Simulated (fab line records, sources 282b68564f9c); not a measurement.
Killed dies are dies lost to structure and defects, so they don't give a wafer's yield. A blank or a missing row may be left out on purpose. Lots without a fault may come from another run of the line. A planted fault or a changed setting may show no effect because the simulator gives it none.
Which tool did it? | flow rit_cmos | 14 lots, 42 wafers sampled, at 4 steps of a route of 202

WHAT THE GAUGES READ, wafer by wafer
RIT_FOX2_THK_MEAS_01.
lot  | measured    | on            | FOX2_OXIDE_THK (nm)
L659 | day 1 21:26 | film_metro-01 | 340 342 346
L660 | day 2 05:09 | film_metro-03 | 351 348 350
L661 | day 2 09:01 | film_metro-01 | 343 337 339
L662 | day 2 10:36 | film_metro-04 | 342 342 340
L663 | day 2 18:11 | film_metro-03 | 342 334 345
L664 | day 2 22:46 | film_metro-03 | 504 507 508
L666 | day 3 06:39 | film_metro-03 | 503 505 503
L668 | day 3 18:10 | film_metro-01 | 340 341 336
L669 | day 4 00:05 | film_metro-03 | 357 353 354
L675 | day 5 05:27 | film_metro-03 | 348 344 346
L677 | day 5 14:28 | film_metro-03 | 341 347 343
L678 | day 5 19:50 | film_metro-03 | 344 340 344
L681 | day 6 10:43 | film_metro-04 | 345 347 345
L682 | day 6 15:12 | film_metro-01 | 353 348 352

RIT_FOX2_THK_MEAS_90.
lot  | measured    | on            | FIELD_OXIDE_LEFT_1_THK (nm)
L659 | day 1 22:19 | film_metro-01 | 313 314 319
L660 | day 2 06:04 | film_metro-01 | 323 320 323
L661 | day 2 09:53 | film_metro-01 | 316 310 313
L662 | day 2 11:33 | film_metro-01 | 315 314 313
L663 | day 2 19:04 | film_metro-01 | 314 306 317
L664 | day 2 23:38 | film_metro-04 | 477 479 481
L666 | day 3 07:31 | film_metro-01 | 476 478 476
L668 | day 3 19:07 | film_metro-01 | 313 314 309
L669 | day 4 00:58 | film_metro-01 | 330 326 327
L675 | day 5 06:23 | film_metro-03 | 321 317 319
L677 | day 5 16:05 | film_metro-03 | 314 319 315
L678 | day 5 20:42 | film_metro-01 | 317 312 316
L681 | day 6 11:35 | film_metro-03 | 317 320 318
L682 | day 6 16:04 | film_metro-04 | 326 320 325

RIT_FOX2_THK_MEAS_91.
lot  | measured    | on            | FIELD_OXIDE_LEFT_2_THK (nm)
L659 | day 2 11:29 | film_metro-04 | 244 246 250
L660 | day 2 18:31 | film_metro-01 | 255 253 255
L661 | day 2 23:37 | film_metro-03 | 249 242 245
L662 | day 3 00:24 | film_metro-01 | 247 246 245
L663 | day 3 07:51 | film_metro-04 | 246 239 249
L664 | day 3 13:10 | film_metro-04 | 410 412 414
L666 | day 3 20:23 | film_metro-03 | 408 410 408
L668 | day 4 08:55 | film_metro-04 | 245 246 241
L669 | day 4 13:49 | film_metro-03 | 262 258 259
L675 | day 5 19:52 | film_metro-01 | 253 249 251
L677 | day 6 04:51 | film_metro-01 | 245 251 247
L678 | day 6 10:15 | film_metro-01 | 249 244 249
L681 | day 7 00:04 | film_metro-04 | 249 252 250
L682 | day 7 05:52 | film_metro-01 | 258 252 257

WHICH TOOL RAN EACH LOT (tool, then ch and the chambers of the sampled wafers, then the start)
lot  | RIT_FOX2_OXIDATION_00
L659 | furnace-04 ch 0, day 1 20:05
L660 | furnace-04 ch 0, day 2 03:49
L661 | furnace-03 ch 0, day 2 07:41
L662 | furnace-03 ch 0, day 2 09:16
L663 | furnace-03 ch 0, day 2 16:52
L664 | furnace-03 ch 0, day 2 21:26
L666 | furnace-03 ch 0, day 3 05:20
L668 | furnace-04 ch 0, day 3 16:50
L669 | furnace-01 ch 0, day 3 22:46
L675 | furnace-01 ch 0, day 5 04:08
L677 | furnace-04 ch 0, day 5 13:08
L678 | furnace-01 ch 0, day 5 18:30
L681 | furnace-04 ch 0, day 6 09:24
L682 | furnace-01 ch 0, day 6 13:53
- RIT_FOX2_OXIDATION_00: target thk 350.7 nm, ox time 1130 s.

WHAT THE TOOLS THEMSELVES READ (means of the sampled wafers that have a number; where no wafer has one, the mark that the record gives instead)
RIT_FOX2_OXIDATION_00.
lot  | tool       | ox_temp_c_max | spike_tc_centre_C (C) | tube_center_temp_C (C)
L659 | furnace-04 | 1106.0        | 1103.1                | 1100
L660 | furnace-04 | 1105.7        | 1103.7                | 1100
L661 | furnace-03 | 1104.5        | 1103.3                | 1100
L662 | furnace-03 | 1105.6        | 1103.7                | 1100
L663 | furnace-03 | 1104.3        | 1103.2                | 1100
L664 | furnace-03 | 1106.1        | 1102.6                | 1100
L666 | furnace-03 | 1105.5        | 1103.1                | 1100
L668 | furnace-04 | 1106.4        | 1103.6                | 1100
L669 | furnace-01 | 1104.1        | 1102.2                | 1100
L675 | furnace-01 | 1105.3        | 1101.7                | 1100
L677 | furnace-04 | 1105.4        | 1103.7                | 1100
L678 | furnace-01 | 1104.3        | 1102.0                | 1100
L681 | furnace-04 | 1105.9        | 1103.0                | 1100
L682 | furnace-01 | 1105.0        | 1101.6                | 1100

THE ANSWER, worked out from the rows above alone
Rule: what is usual is taken from the lots themselves. Put in order of their means at a reading, lots are off if they are a third of the lots or fewer, leave a main group of 4 or more, and stand apart from it by a gap of 3 or more times the standard deviation of the main group's means; of several such gaps the widest counts. A main group whose means are all the same, to the digits that the tables above print for the reading, isn't used. A lot without any number at a reading at which 4 lots or more have one is off too. The other lots that the step has rows for count as sound. The gauges are gone through in route order, then the tools' own readings, and for those a lot's mean is taken as printed above. The first step at which some lot is off is used, and at that step the reading that is off furthest; a lot without a number counts as furthest.
Off: L664, L666, at RIT_FOX2_THK_MEAS_01 (FOX2_OXIDE_THK). The main group: mean 345 nm, standard deviation 4.7.
A tool fits if, at a process step before that reading, it ran every lot that is off, and no sound lot after the first of them. The gauges at RIT_FOX2_THK_MEAS_01 aren't tried: what is off there is off at RIT_FOX2_THK_MEAS_90 too, on other tools, and a gauge's error can't cause that. One fits: furnace-03 at RIT_FOX2_OXIDATION_00. Its last sound lot is L663 (day 2 16:52), its first lot that is off L664 (day 2 21:26): a fault that began between those two fits.

WHAT THE SIMULATOR HAD PUT IN
Process parameter drift: furnace-03, from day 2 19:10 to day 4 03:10, at RIT_FOX2_OXIDATION_00. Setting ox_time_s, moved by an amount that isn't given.
Lots struck among those shown: L664, L666. The rule above found the same.
